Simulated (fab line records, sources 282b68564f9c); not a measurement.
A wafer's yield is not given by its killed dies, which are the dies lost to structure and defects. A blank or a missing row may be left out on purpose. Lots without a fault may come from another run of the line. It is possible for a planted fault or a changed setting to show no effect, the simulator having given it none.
What tool caused it? / flow rit_cmos / 6 lots with 18 wafers sampled at 2 steps, on a route of 202 steps

WHAT THE GAUGES SHOWED, per wafer
RIT_SPACER_THK_MEAS_04.
lot=L992; measured=day 3 04:57; on=film_metro-01; SPACER_NITRIDE_THK (nm)=252.8 252.9 249.7
lot=L994; measured=day 3 12:35; on=film_metro-01; SPACER_NITRIDE_THK (nm)=251.5 252.3 251.4
lot=L100; measured=day 4 19:41; on=film_metro-01; SPACER_NITRIDE_THK (nm)=249.9 249.3 252.7
lot=L106; measured=day 6 05:08; on=film_metro-03; SPACER_NITRIDE_THK (nm)=249.1 248.8 247.0
lot=L108; measured=day 6 13:22; on=film_metro-03; SPACER_NITRIDE_THK (nm)=251.5 249.2 249.4
lot=L111; measured=day 7 05:43; on=film_metro-01; SPACER_NITRIDE_THK (nm)=249.3 249.7 249.8

WHICH TOOL RAN EACH LOT (tool, then ch and the chambers of the sampled wafers, then the start)
lot=L992; RIT_SPACER_CVD_03=lpcvd-02 ch 0, day 3 02:05
lot=L994; RIT_SPACER_CVD_03=lpcvd-01 ch 1, day 3 10:40
lot=L100; RIT_SPACER_CVD_03=lpcvd-02 ch 1, day 4 17:45
lot=L106; RIT_SPACER_CVD_03=lpcvd-01 ch 0, day 6 03:11
lot=L108; RIT_SPACER_CVD_03=lpcvd-02 ch 1, day 6 11:28
lot=L111; RIT_SPACER_CVD_03=lpcvd-02 ch 1, day 7 03:49
- RIT_SPACER_CVD_03: deposits Si3N4 from SiH2Cl2/NH3, target thk 250 nm, time 3300 s.

THE ANSWER, worked out from the rows above alone
Rule: the usual values come from the lots themselves. The widest of any qualifying gaps counts: lots, ordered by their means at a reading, are off when they make up no more than a third of the lots, leave a main group of 4 or more, and stand apart from it by 3 or more times the standard deviation of that group's means. A main group whose means are all the same, to the digits that the tables above print for the reading, isn't used. Also off: a lot with no number at a reading for which 4 or more lots have one. The other lots that the step has rows for count as sound.
No lot is off on any of the readings shown, so nothing can be concluded from this.

WHAT THE SIMULATOR HAD INSERTED
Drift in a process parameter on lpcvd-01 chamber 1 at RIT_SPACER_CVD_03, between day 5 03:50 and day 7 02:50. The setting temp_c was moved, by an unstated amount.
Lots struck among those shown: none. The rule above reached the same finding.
